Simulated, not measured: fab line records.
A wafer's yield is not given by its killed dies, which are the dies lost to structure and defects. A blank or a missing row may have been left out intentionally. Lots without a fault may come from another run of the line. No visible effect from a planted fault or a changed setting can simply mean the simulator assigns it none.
Problem report, 8D (eight disciplines) form, completed by code + flow berkeley-cmos170 + the parts of the form that need people (team, actions taken, sign-off) are left out

## 1. THE PROBLEM
strip-time-to-endpoint-s at UCB170_V1_STRIP_15 reads a mean of 13.33 s on 2 wafers of 2 lots; wafers without a fault read 15.35 s with a standard deviation of 0.12. Measured from the usual mean, that is -17 standard deviations.
The step: strips in O2.
The first sign was on wafer L515.4 at day 10 11:55, on plasma-asher-02. The record holds 42 wafers of 14 lots with a number at this step. Rule for "out", or "out of limits": more than 4 standard deviations from the usual mean. Any other wafer with a number is counted as sound.

## 2. WHAT IT IS; WHAT IT IS NOT
| question                    | is                               | is not                                                                                       |
|-----------------------------|----------------------------------|----------------------------------------------------------------------------------------------|
| which readings at this step | strip-time-to-endpoint-s         | drypump-motor-current-A, oes-product-au                                                      |
| which lots                  | L515, L518                       | L500, L501, L504, L505, L506, L507, L509, L511, L513, L520, L522, L523                       |
| which wafers of those lots  | L515.4, L518.2                   | L515.1, L515.6, L518.3, L518.4                                                               |
| read on which tools         | plasma-asher-02, plasma-asher-04 | plasma-asher-01                                                                              |
| when                        | from day 10 11:55                | up to then (26 sound wafers); but 14 sound wafers of L513, L518, L520, L522, L523 came after |

## 3. WHAT RULES OUT EACH SUSPECT
Counting: any tool at a process step up to the reading remains a suspect provided it ran every lot that is out. Sound lots after the first of them don't rule it out here, since some wafers of a struck lot are sound.
- rie-diel-03 at UCB170_V1_ETCH_14 (etches SiO2 in CHF3/CF4/Ar, stops on Al, target depth 1250 nm, time 291 s): kept. It ran every lot that is out, first L515 (day 10 11:44); its last sound lot up to then is L507 (day 8 16:32).
- rie-diel-03, UCB170_V1_ETCH_14: wafers that are out in chamber 0, sound lot-mates in chambers 1, 2, 3.
Left after counting: rie-diel-03 at UCB170_V1_ETCH_14.

## 4. THE CAUSE (what the simulator had put in)
rie-diel-03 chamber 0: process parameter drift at UCB170_V1_ETCH_14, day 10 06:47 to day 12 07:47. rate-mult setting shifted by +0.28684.
The count eliminated every tool but this one.

## 5. THE CHAIN OF EFFECTS, in route order
Rows list readings where the struck wafers' mean (over those with a number) sits beyond 3 standard deviations from the usual. Readings are gone through only where the record gives a usual standard deviation; hours: the median, over the lots, of the time from a lot's start at the first step in this table giving one to that lot's start at this step; sigmas: the change measured in usual standard deviations.
| hours | step               | reading                  | usual   | on struck wafers | change | sigmas |
|-------|--------------------|--------------------------|---------|------------------|--------|--------|
| 0     | UCB170_V1_STRIP_15 | strip-time-to-endpoint-s | 15.35 s | 13.33            | -2.02  | -17    |
Process steps it contains:
- UCB170_V1_STRIP_15: strips in O2.

## 6. WHAT WOULD HAVE CAUGHT IT SOONER
The fault began at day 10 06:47; the first out-of-limits reading in this record came at day 10 11:55, 5 hours later.
No tool reading at UCB170_V1_ETCH_14 that has a usual standard deviation in the record was out on any struck wafer, so an alarm limit of 4 standard deviations on those readings would not have fired.
L518, from the lots that are out (2), started UCB170_V1_ETCH_14 on rie-diel-03 later than day 10 11:55. A hold on the tool at that time would have spared it.
